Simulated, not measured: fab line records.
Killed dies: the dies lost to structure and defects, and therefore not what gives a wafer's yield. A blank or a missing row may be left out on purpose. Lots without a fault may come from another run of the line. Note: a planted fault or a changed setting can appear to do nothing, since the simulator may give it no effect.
Which tool did it? + flow rit-cmos + 7 lots with 21 wafers sampled at 2 steps, on a route of 202 steps

## WHAT EACH GAUGE READ, for each wafer
RIT_SDANNEAL_RS_MEAS_07: the measuring method here is four-point-probe.
| lot  | measured    | on            | NLDD_RS (ohm/sq)  |
|------|-------------|---------------|-------------------|
| L875 | day 4 05:12 | film-metro-02 | 150.8 150.9 151.2 |
| L877 | day 4 10:22 | film-metro-04 | 151.5 151.5 151.8 |
| L881 | day 4 21:40 | film-metro-03 | 152.1 151.4 152.2 |
| L886 | day 5 19:53 | film-metro-03 | - - -             |
| L888 | day 6 08:05 | film-metro-03 | 151.3 151.2 151.7 |
| L892 | day 7 03:00 | film-metro-04 | 151.6 152.1 151.9 |
| L897 | day 8 01:42 | film-metro-04 | 151.1 151.7 151.4 |

## WHICH TOOL RAN EACH LOT (tool, then ch and the chambers of the sampled wafers, then the start)
| lot  | RIT_NLDD_IMPLANT_08            |
|------|--------------------------------|
| L875 | implanter-02 ch 0, day 3 20:42 |
| L877 | implanter-02 ch 0, day 4 01:41 |
| L881 | implanter-01 ch 0, day 4 13:20 |
| L886 | implanter-04 ch 0, day 5 11:46 |
| L888 | implanter-01 ch 0, day 5 22:59 |
| L892 | implanter-02 ch 0, day 6 18:25 |
| L897 | implanter-01 ch 0, day 7 17:47 |
- RIT_NLDD_IMPLANT_08

## THE ANSWER, worked out from the rows above alone
Rule: the usual values come from the lots themselves. The widest of any qualifying gaps counts: lots, ordered by their means at a reading, are off when they make up no more than a third of the lots, leave a main group of 4 or more, and stand apart from it by 3 or more times the standard deviation of that group's means. A main group is skipped when, at the precision printed for the reading in the tables above, its means are all equal. Also off: a lot with no number at a reading for which 4 or more lots have one. All remaining lots with rows at the step are treated as sound.
Off: L886, seen at RIT_SDANNEAL_RS_MEAS_07 (NLDD_RS). Without a number there: L886. The main group: mean 151.5 ohm/sq, standard deviation 0.32.
A tool fits if, at a process step before that reading, it ran every lot that is off, and no sound lot after the first of them. Those tools and the gauges at RIT_SDANNEAL_RS_MEAS_07 are tried in the same way. One candidate fits, namely implanter-04 at RIT_NLDD_IMPLANT_08. It ran no sound lot before its first lot that is off in this sample, so the start can't be narrowed down.

## WHAT HAD BEEN PUT IN BY THE SIMULATOR
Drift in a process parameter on implanter-04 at RIT_NLDD_IMPLANT_08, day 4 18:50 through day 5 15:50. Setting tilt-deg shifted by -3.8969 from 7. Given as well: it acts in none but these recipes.
Lots struck among those shown: L886. The same result came from the rule above.
